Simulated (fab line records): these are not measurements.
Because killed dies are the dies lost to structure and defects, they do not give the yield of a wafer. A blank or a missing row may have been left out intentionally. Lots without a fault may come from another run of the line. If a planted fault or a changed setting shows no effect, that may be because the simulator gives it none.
A lot that was struck, set against a sound lot    flow rit_cmos    44 out of 202 route steps
Sound: the wafers L363.1, L363.4, L363.5. The struck wafers were L371.4, L371.5, L371.6. At the end, the cause is stated.
For every step that has rows: the tool of each side, followed by ch and its chambers, followed by its first start. Under that, the readings that differ: sound wafers    struck wafers    difference of the means    sigmas: that difference in standard deviations of wafers without a fault.
alike: readings whose means differ by less than 2 such deviations, and words and numbers that are the same on both sides. not compared: withheld readings, readings that some wafer has no value for, bounds like >300 that may hide the same value, and numbers for which the record gives no deviation and whose values overlap.
Wherever a step has rows on one side only, a row that says differs or no value, or a row with sigmas, the two part there. Numbers that don't overlap but have no deviation are shown without sigmas and don't part them. A reading missing from all wafers of one side parts the sides only when that side holds two or more wafers.

first, 3 steps without rows for these wafers: RIT_REOX_CLEAN_01 (cleans in dHF, time 30 s); RIT_REOX_CLEAN_02 (cleans in SC2, time 600 s); RIT_REOX_OXIDATION_03 (target thk 25.2 nm, ox time 5580 s).
RIT_REOX_THK_MEAS_04:
  struck on film_metro-03, day 5 10:29; sound on film_metro-04, day 3 20:43
  alike: REOX_OXIDE_THK
then, 6 steps without rows for these wafers: RIT_NLDD_HMDS_00 (prime time 60 s); RIT_NLDD_COAT_01 (resist thk 1000 nm); RIT_NLDD_SOFTBAKE_02 (time 60 s); RIT_NLDD_EXPOSE_03 (exposes mask M7, target cd 40700 nm); RIT_NLDD_PEB_04; RIT_NLDD_DEVELOP_05 (develop time 50 s).
RIT_NLDD_OVL_MEAS_06:
  struck on overlay-02, day 5 11:23; sound on overlay-02, day 3 21:38
  alike: NLDD_OVL
then, 1 step without rows for these wafers: RIT_NLDD_HARDBAKE_07 (time 60 s).
RIT_NLDD_IMPLANT_08:
  sound on implanter-01 ch 0, day 3 21:49; struck on implanter-01 ch 0, day 5 11:37
reading                    sound                 struck                difference  sigmas
beam_energy_keV            20.006 20.008 20.005  16.390 16.411 16.400  -3.606      -99 or more
model.implant.rp_nm (nm)   27.47 27.47 27.47     24.32 24.32 24.32     -3.15       
model.implant.drp_nm (nm)  12.97 12.97 12.97     11.51 11.51 11.51     -1.46       
  alike: end_station_pressure_torr
RIT_NLDD_STRIP_09: strips in O2, time 180 s.
  sound on plasma_asher-01 ch 0,1, day 3 21:58; struck on plasma_asher-02 ch 0,1, day 5 11:45
  alike: drypump_motor_current_A
  not compared: rf_hours_counter_h
RIT_NLDD_TW_MEAS_10:
  struck on film_metro-02, day 5 12:01; sound on film_metro-03, day 3 22:08
reading  sound           struck          difference  sigmas
NLDD_TW  2527 2515 2519  2350 2341 2340  -177        -8
then, 6 steps without rows for these wafers: RIT_PLDD_HMDS_00 (prime time 60 s); RIT_PLDD_COAT_01 (resist thk 1000 nm); RIT_PLDD_SOFTBAKE_02 (time 60 s); RIT_PLDD_EXPOSE_03 (exposes mask M8, target cd 40900 nm); RIT_PLDD_PEB_04; RIT_PLDD_DEVELOP_05 (develop time 50 s).
RIT_PLDD_OVL_MEAS_06:
  struck on overlay-02, day 5 12:55; sound on overlay-01, day 3 23:03
  alike: PLDD_OVL
then, 2 steps without rows for these wafers: RIT_PLDD_HARDBAKE_07 (time 60 s); RIT_PLDD_IMPLANT_08.
RIT_PLDD_STRIP_09: strips in O2, time 180 s.
  sound on plasma_asher-04 ch 0,1, day 3 23:23; struck on plasma_asher-04 ch 0,1, day 5 13:21
  alike: drypump_motor_current_A
  not compared: rf_hours_counter_h
RIT_PLDD_TW_MEAS_10:
  struck on film_metro-03, day 5 13:30; sound on film_metro-03, day 3 23:34
  alike: PLDD_TW
then, 4 steps without rows for these wafers: RIT_SPACER_CLEAN_00 (cleans in SC1, time 600 s); RIT_SPACER_CLEAN_01 (cleans in dHF, time 30 s); RIT_SPACER_CLEAN_02 (cleans in SC2, time 600 s); RIT_SPACER_CVD_03 (deposits Si3N4 from SiH2Cl2/NH3, target thk 250 nm, time 3300 s).
RIT_SPACER_THK_MEAS_04:
  struck on film_metro-02, day 5 16:50; sound on film_metro-03, day 4 02:05
  alike: SPACER_NITRIDE_THK
RIT_SPACER_ETCHBACK_05: etches Si3N4 in SF6/CHF3, stops on SiO2, target depth 250 nm, time 240 s.
  sound on rie_diel-03 ch 0,2, day 4 02:08; struck on rie_diel-01 ch 0,3, day 5 16:52
  alike: drypump_motor_current_A, oes_product_au, throttle_valve_pct
  not compared: rf_hours_counter_h
then, 6 steps without rows for these wafers: RIT_NSD_HMDS_00 (prime time 60 s); RIT_NSD_COAT_01 (resist thk 1000 nm); RIT_NSD_SOFTBAKE_02 (time 60 s); RIT_NSD_EXPOSE_03 (exposes mask M9, target cd 40700 nm); RIT_NSD_PEB_04; RIT_NSD_DEVELOP_05 (develop time 50 s).
RIT_NSD_OVL_MEAS_06:
  struck on overlay-02, day 5 17:53; sound on overlay-01, day 4 03:16
  alike: NSD_OVL
then, 2 steps without rows for these wafers: RIT_NSD_HARDBAKE_07 (time 60 s); RIT_NSD_IMPLANT_08.
RIT_NSD_STRIP_09: strips in O2, time 180 s.
  sound on plasma_asher-04 ch 0, day 4 03:48; struck on plasma_asher-03 ch 0,1, day 5 18:16
  alike: drypump_motor_current_A
  not compared: rf_hours_counter_h
RIT_SDANNEAL_RS_MEAS_07: uses a four-point probe to measure.
  struck on film_metro-03, day 5 20:51; sound on film_metro-02, day 4 06:26
reading           sound              struck             difference  sigmas
NLDD_RS (ohm/sq)  152.1 151.9 151.6  155.5 155.6 155.6  +3.7        +7
RIT_M1_PROBE_99:
  struck on prober-02, day 6 04:08; sound on prober-02, day 4 13:40
reading                                  sound                 struck                difference  sigmas
model.etest.nmos_0p15.r_on_ohm_um        1178 1160 1126        1297 1270 1268        +124        
model.etest.nmos_0p3.r_on_ohm_um         2150 2145 2110        2275 2223 2232        +108        
model.etest.nldd.rs_ohm_sq               380 384.7 373.3       484.8 471.2 470       +96.0       
model.etest.nmos_turned.drive_ua_um      309.2 322.3 323.4     273.4 284 287.4       -36.7       
model.etest.nldd.line_ohm_um             120.3 120 118         150.8 147 148.8       +29.4       
model.etest.nmos_0p15.drive_ua_um        448.7 457.6 465.7     438.4 445.4 446.8     -13.8       
model.etest.nmos_turned.isub_log10_a_um  -7.176 -7.221 -7.241  -7.379 -7.372 -7.302  -0.138      
  alike: killed_at_contacts, killed_at_front_end, killed_dies, killed_open, killed_short
  not compared: model.etest.nmos_0p15.swing_mv_dec

WHERE THEY PART
At RIT_NLDD_IMPLANT_08 first; at RIT_SDANNEAL_RS_MEAS_07 last (within this record only). Later steps at which nothing parts them and some readings are alike: RIT_M1_PROBE_99.

WHY: the cause the simulator had injected
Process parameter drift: implanter-01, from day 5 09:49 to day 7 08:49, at RIT_NLDD_IMPLANT_08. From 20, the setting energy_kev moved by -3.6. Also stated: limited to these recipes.
